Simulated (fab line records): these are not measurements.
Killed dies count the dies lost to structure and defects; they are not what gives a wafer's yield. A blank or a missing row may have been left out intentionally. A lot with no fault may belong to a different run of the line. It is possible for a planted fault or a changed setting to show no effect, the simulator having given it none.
Problem report in the 8D (eight disciplines) form, filled by code | flow berkeley_cmos170 | the parts of the form that need people (team, actions taken, sign-off) are left out

== 1. WHAT WENT WRONG ==
Mean NSD_TW at UCB170_NSD_TW_MEAS_10: 4000 over 9 wafers in 3 lots; fault-free wafers: 4140, standard deviation 17. That puts it -8.2 standard deviations away from the usual mean.
The first sign was on wafer L555.2 at day 9 04:38, on film_metro-04. The record holds 45 wafers of 15 lots with a number at this step. Rule for "out", or "out of limits": more than 4 standard deviations from the usual mean. Any other wafer with a number is counted as sound.

== 2. WHAT IT IS, AND WHAT IT ISN'T ==
question                    | is                     | is not
which readings at this step | NSD_TW                 | -
which lots                  | L555, L557, L562       | L551, L552, L553, L554, L556, L558, L561, L568, L570, L571, L572, L573
which wafers of those lots  | all that have a number | -
read on which gauges        | film_metro-04          | film_metro-02, film_metro-03
when                        | from day 9 04:38       | up to then (15 sound wafers); but 21 sound wafers of L558, L561, L568, L570, L571, L572, L573 came after

== 3. SUSPECTS, AND WHAT RULES EACH OUT ==
Counting: a tool at any process step up to the reading remains a suspect when it ran all the lots that are out and ran no sound lot after the first of those.
- the gauge at UCB170_NSD_TW_MEAS_10 has been ruled out. All the wafers that are out were read on film_metro-04, but those of them that UCB170_NSD_IMPLANT_08 has rows for are out there too, on other tools.
- implanter-03 at UCB170_NSD_IMPLANT_08: kept. It processed each lot that is out, first L555 at day 9 04:24, and no sound lot thereafter; up to then, the last sound lot it processed was L554 at day 9 03:57. Out on those wafers are its own readings of beam_energy_keV.
After counting, what remains is implanter-03 at UCB170_NSD_IMPLANT_08.

== 4. THE CAUSE (what the simulator had put in) ==
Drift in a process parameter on implanter-03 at UCB170_NSD_IMPLANT_08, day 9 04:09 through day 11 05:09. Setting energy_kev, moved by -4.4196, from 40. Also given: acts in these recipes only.
This tool alone remained once counting was done.

== 5. THE EFFECT CHAIN, in route order ==
Each row: a reading where the mean over the struck wafers with a number is more than 3 standard deviations away from the usual. Readings are gone through only where the record gives a usual standard deviation; hours: the median, over the lots, of the time from a lot's start at the first step in this table giving one to that lot's start at this step; sigmas: the change measured in usual standard deviations.
hours | step                       | reading                  | usual        | on struck wafers | change | sigmas
0     | UCB170_NSD_IMPLANT_08      | beam_energy_keV          | 40.001       | 35.575           | -4.426 | -99 or more
0     | UCB170_NSD_STRIP_09        | oes_product_au           | 0.534 a.u.   | 0.550            | +0.016 | +3.6
0     | UCB170_NSD_STRIP_09        | strip_time_to_endpoint_s | 35.81 s      | 34.24            | -1.57  | -21
0     | UCB170_NSD_TW_MEAS_10      | NSD_TW                   | 4140         | 4000             | -140   | -8.2
2     | UCB170_SDANNEAL_RS_MEAS_03 | NSD_RS                   | 37.28 ohm/sq | 38.69            | +1.41  | +16
The process steps in it:
- UCB170_NSD_IMPLANT_08
- UCB170_NSD_STRIP_09: strips in O2.
At these later measuring or inspecting steps, every struck wafer for which the step has a row has a number for every such reading, and none has moved that far: UCB170_SDANNEAL_RS_MEAS_02.

== 6. WHAT WOULD HAVE CAUGHT IT SOONER ==
In this record the first reading out of limits at a measuring or inspecting step was taken at day 9 04:38, 0 hours after the fault began at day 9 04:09.
The tool's own readings at UCB170_NSD_IMPLANT_08 were out on every struck wafer that the step has a row for (beam_energy_keV): an alarm limit on them would have fired on the first of those.
L557, L562, from the lots that are out (3), started UCB170_NSD_IMPLANT_08 on implanter-03 later than day 9 04:38. A hold on the tool at that time would have spared those 2.
